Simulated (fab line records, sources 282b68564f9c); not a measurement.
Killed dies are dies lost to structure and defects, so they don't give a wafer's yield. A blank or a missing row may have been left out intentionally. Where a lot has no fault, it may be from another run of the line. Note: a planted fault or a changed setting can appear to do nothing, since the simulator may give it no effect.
2 desks, one fault + flow rit-cmos + each desk holds nothing but its own numbers, with what lay behind them at the end

## METROLOGY DESK
What the gauges read for every lot (on any tool): the sampled wafers with a number, averaged. The brackets show how far a lot's mean lies from the usual mean; more than 4 standard deviations puts the lot out of limits, marked OUT.
Columns: A = PSD_TW at RIT_PSD_TW_MEAS_10, usual 3385; B = PSD_RS at RIT_SDANNEAL_RS_MEAS_04, usual 115.96 ohm/sq
| lot  | first seen here | A              | B                |
|------|-----------------|----------------|------------------|
| L894 | day 3 10:35     | 3380           | 115.86           |
| L895 | day 3 11:49     | 3379           | 115.88           |
| L897 | day 3 21:49     | 3413           | 116.06           |
| L898 | day 4 04:02     | 3337           | 116.05           |
| L899 | day 4 07:20     | 3381           | 116.02           |
| L901 | day 4 17:31     | 3331           | 115.83           |
| L902 | day 5 00:04     | 3420           | 115.64           |
| L906 | day 5 18:25     | 2929 (-13) OUT | 130.91 (+53) OUT |
| L909 | day 6 08:40     | 3419           | 115.65           |
| L910 | day 6 16:14     | 2898 (-14) OUT | 131.42 (+55) OUT |
| L911 | day 6 20:21     | 3361           | 116.27           |
| L912 | day 7 01:20     | 3424           | 115.86           |
| L913 | day 7 05:10     | 3364           | 115.58           |
| L914 | day 7 09:25     | 3431           | 116.03           |
This desk's result: L906, L910 out of limits, first on L906 (PSD_TW at RIT_PSD_TW_MEAS_10), day 5 18:25. In limits: L894, L895, L897, L898, L899, L901, L902, L909, L911, L912, L913, L914.

## THE TOOL OWNER'S DESK: implanter-02
The tool's own readings at RIT_PSD_IMPLANT_08: means of the sampled wafers that have a number, for each lot that ran on this tool. The brackets show how far a lot's mean lies from the usual mean; more than 4 standard deviations puts the lot out of limits, marked OUT.
Columns: A = beam-on-s at RIT_PSD_IMPLANT_08, usual 12.60 s; B = dose-ions-cm2 at RIT_PSD_IMPLANT_08, usual 5e+15; C = end-station-pressure-torr at RIT_PSD_IMPLANT_08, usual 1.46e-05 Torr; D = faraday-current-uA at RIT_PSD_IMPLANT_08, usual 12174
| lot  | first seen here | A                | B                       | C                   | D              |
|------|-----------------|------------------|-------------------------|---------------------|----------------|
| L898 | day 4 03:44     | 12.99            | 5e+15                   | 1.50e-05            | 11820          |
| L901 | day 4 17:11     | 13.06            | 5e+15                   | 1.49e-05            | 11736          |
| L906 | day 5 18:06     | 10.01 (-8.9) OUT | 2e+15 (-99 or more) OUT | 9.57e-06 (-7.1) OUT | 5600 (-23) OUT |
| L910 | day 6 15:57     | 9.99 (-9.0) OUT  | 2e+15 (-99 or more) OUT | 9.63e-06 (-7.0) OUT | 5626 (-23) OUT |
This desk's finding: out of limits on L906, L910; first on L906, day 5 18:06 (beam-on-s at RIT_PSD_IMPLANT_08). In limits: L898, L901.

## BROUGHT TOGETHER
The tool owner's desk could have raised an alarm at day 5 18:06, on L906, L910.
At day 5 18:25 the metrology desk could have sounded an alarm, on L906, L910.
Of the lots named, all ran RIT_PSD_IMPLANT_08 on implanter-02.

## WHAT THE SIMULATOR HAD INSERTED
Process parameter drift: implanter-02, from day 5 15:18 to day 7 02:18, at RIT_PSD_IMPLANT_08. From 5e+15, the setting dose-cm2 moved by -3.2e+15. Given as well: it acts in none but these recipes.
Struck lots among those shown: L906, L910.
Time in hours from fault onset to the first out-of-limits reading at each desk: tool owner's desk 3, metrology desk 3.
